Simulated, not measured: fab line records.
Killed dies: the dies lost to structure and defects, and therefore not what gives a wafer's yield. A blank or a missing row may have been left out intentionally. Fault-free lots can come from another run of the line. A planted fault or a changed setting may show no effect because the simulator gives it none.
Split-lot trial :: flow berkeleyCmos170 :: 5 lots, 23 wafers read, on a route of 331 steps

ON THE SPLIT
At UCB170_ZERO_COAT_01 (resist thk 900 nm), the setting spinRpm was moved away from the recipe's 1500 rpm on 8 of the 23 wafers read, by +3.5% to +6.1%. For the rest of the wafers, this setting stayed at what the recipe calls for.

The split's own step is where the reading is taken.

THE READING
KrF_of_ZERO_COAT_01.thkNm (the simulator's own value, which no gauge read), in nm, at UCB170_ZERO_COAT_01 (resist thk 900 nm). There is no usual value for it anywhere in the file. Across the 15 wafers here that went through the recipe, the average is 900.6 nm and the standard deviation 2.7 nm.

wafer: L075.1
tool, chamber at the split: lithoTrack-03, 0
spinRpm as run, rpm: 1500
against the recipe: recipe
KrF_of_ZERO_COAT_01.thkNm, nm: 901.6
against lot-mates on the recipe: -

wafer: L075.2
tool, chamber at the split: lithoTrack-03, 0
spinRpm as run, rpm: 1591
against the recipe: +6.1%
KrF_of_ZERO_COAT_01.thkNm, nm: 872.5
against lot-mates on the recipe: -27.6

wafer: L075.3
tool, chamber at the split: lithoTrack-03, 0
spinRpm as run, rpm: 1591
against the recipe: +6.1%
KrF_of_ZERO_COAT_01.thkNm, nm: 874.3
against lot-mates on the recipe: -25.8

wafer: L075.5
tool, chamber at the split: lithoTrack-03, 0
spinRpm as run, rpm: 1500
against the recipe: recipe
KrF_of_ZERO_COAT_01.thkNm, nm: 899.6
against lot-mates on the recipe: -

wafer: L075.6
tool, chamber at the split: lithoTrack-03, 0
spinRpm as run, rpm: 1500
against the recipe: recipe
KrF_of_ZERO_COAT_01.thkNm, nm: 899.2
against lot-mates on the recipe: -

wafer: L077.1
tool, chamber at the split: lithoTrack-01, 0
spinRpm as run, rpm: 1552
against the recipe: +3.5%
KrF_of_ZERO_COAT_01.thkNm, nm: 881.5
against lot-mates on the recipe: -13.4

wafer: L077.2
tool, chamber at the split: lithoTrack-01, 0
spinRpm as run, rpm: 1500
against the recipe: recipe
KrF_of_ZERO_COAT_01.thkNm, nm: 893.9
against lot-mates on the recipe: -

wafer: L077.3
tool, chamber at the split: lithoTrack-01, 0
spinRpm as run, rpm: 1552
against the recipe: +3.5%
KrF_of_ZERO_COAT_01.thkNm, nm: 878.1
against lot-mates on the recipe: -16.8

wafer: L077.4
tool, chamber at the split: lithoTrack-01, 0
spinRpm as run, rpm: 1552
against the recipe: +3.5%
KrF_of_ZERO_COAT_01.thkNm, nm: 880.6
against lot-mates on the recipe: -14.3

wafer: L077.6
tool, chamber at the split: lithoTrack-01, 0
spinRpm as run, rpm: 1500
against the recipe: recipe
KrF_of_ZERO_COAT_01.thkNm, nm: 895.9
against lot-mates on the recipe: -

wafer: L079.1
tool, chamber at the split: lithoTrack-02, 0
spinRpm as run, rpm: 1500
against the recipe: recipe
KrF_of_ZERO_COAT_01.thkNm, nm: 902.4
against lot-mates on the recipe: -

wafer: L079.2
tool, chamber at the split: lithoTrack-02, 0
spinRpm as run, rpm: 1500
against the recipe: recipe
KrF_of_ZERO_COAT_01.thkNm, nm: 899.8
against lot-mates on the recipe: -

wafer: L079.5
tool, chamber at the split: lithoTrack-02, 0
spinRpm as run, rpm: 1500
against the recipe: recipe
KrF_of_ZERO_COAT_01.thkNm, nm: 903.1
against lot-mates on the recipe: -

wafer: L084.1
tool, chamber at the split: lithoTrack-03, 0
spinRpm as run, rpm: 1500
against the recipe: recipe
KrF_of_ZERO_COAT_01.thkNm, nm: 902.3
against lot-mates on the recipe: -

wafer: L084.2
tool, chamber at the split: lithoTrack-03, 0
spinRpm as run, rpm: 1500
against the recipe: recipe
KrF_of_ZERO_COAT_01.thkNm, nm: 903.6
against lot-mates on the recipe: -

wafer: L084.3
tool, chamber at the split: lithoTrack-03, 0
spinRpm as run, rpm: 1500
against the recipe: recipe
KrF_of_ZERO_COAT_01.thkNm, nm: 902.9
against lot-mates on the recipe: -

wafer: L084.5
tool, chamber at the split: lithoTrack-03, 0
spinRpm as run, rpm: 1500
against the recipe: recipe
KrF_of_ZERO_COAT_01.thkNm, nm: 903.3
against lot-mates on the recipe: -

wafer: L084.6
tool, chamber at the split: lithoTrack-03, 0
spinRpm as run, rpm: 1500
against the recipe: recipe
KrF_of_ZERO_COAT_01.thkNm, nm: 901.6
against lot-mates on the recipe: -

wafer: L085.1
tool, chamber at the split: lithoTrack-01, 0
spinRpm as run, rpm: 1573
against the recipe: +4.9%
KrF_of_ZERO_COAT_01.thkNm, nm: 877.8
against lot-mates on the recipe: -22.1

wafer: L085.2
tool, chamber at the split: lithoTrack-01, 0
spinRpm as run, rpm: 1500
against the recipe: recipe
KrF_of_ZERO_COAT_01.thkNm, nm: 901
against lot-mates on the recipe: -

wafer: L085.3
tool, chamber at the split: lithoTrack-01, 0
spinRpm as run, rpm: 1573
against the recipe: +4.9%
KrF_of_ZERO_COAT_01.thkNm, nm: 878.1
against lot-mates on the recipe: -21.8

wafer: L085.4
tool, chamber at the split: lithoTrack-01, 0
spinRpm as run, rpm: 1573
against the recipe: +4.9%
KrF_of_ZERO_COAT_01.thkNm, nm: 879.8
against lot-mates on the recipe: -20.1

wafer: L085.6
tool, chamber at the split: lithoTrack-01, 0
spinRpm as run, rpm: 1500
against the recipe: recipe
KrF_of_ZERO_COAT_01.thkNm, nm: 898.7
against lot-mates on the recipe: -

THE FIT
A straight line over all 23 wafers: KrF_of_ZERO_COAT_01.thkNm changes by -4.73 nm for each +1% of spinRpm; r = -0.97; the points scatter about the line by 2.9 nm.
The same after taking each lot's own level away (the mean of its wafers on the recipe; 23 wafers): -4.37 nm for each +1%; r = -0.99; scatter 1.1 nm.
That fit puts the effect of the largest move of spinRpm on the reading at 27 nm.
Across the lots, their own levels run from 894.90 to 902.74 nm, a range of 2.9 times the standard deviation given above.
The two slopes agree, so the slope changes little with the lot-to-lot level.
Check: for one of the wafers moved furthest among these (+6.1%), held out of the fit, the line's prediction against its lot-mates is -26.2 nm. It came out at -27.6 nm against them.

FURTHER SPLITS ON THESE WAFERS
Note: prior to the reading, these wafers also went through further splits. Each is held against what the fit with the lots' levels taken away leaves over:
other split on the same wafers: UCB170_START_OXIDATION_02 tempC
wafers away from the commonest value: 5
r with KrF_of_ZERO_COAT_01.thkNm (lot level and that fit taken away): +0.05

THE WHOLE CHAIN: every reading that the file lists as answering this split, in the file's order
step: UCB170_ZERO_COAT_01
what it does: resist thk 900 nm
reading: KrF_of_ZERO_COAT_01.thkNm (the simulator's own value, which no gauge read)
change (the file's fit): -4.37 nm for each +1% of the setting
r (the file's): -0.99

step: UCB170_ZERO_STRIP_07
what it does: strips in O2
reading: stripTimeToEndpointS
change (the file's fit): withheld for each +1% of the setting
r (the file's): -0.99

THE FILE'S OWN FIT
KrF_of_ZERO_COAT_01.thkNm changes by -4.37 nm for each +1% of spinRpm, r = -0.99.
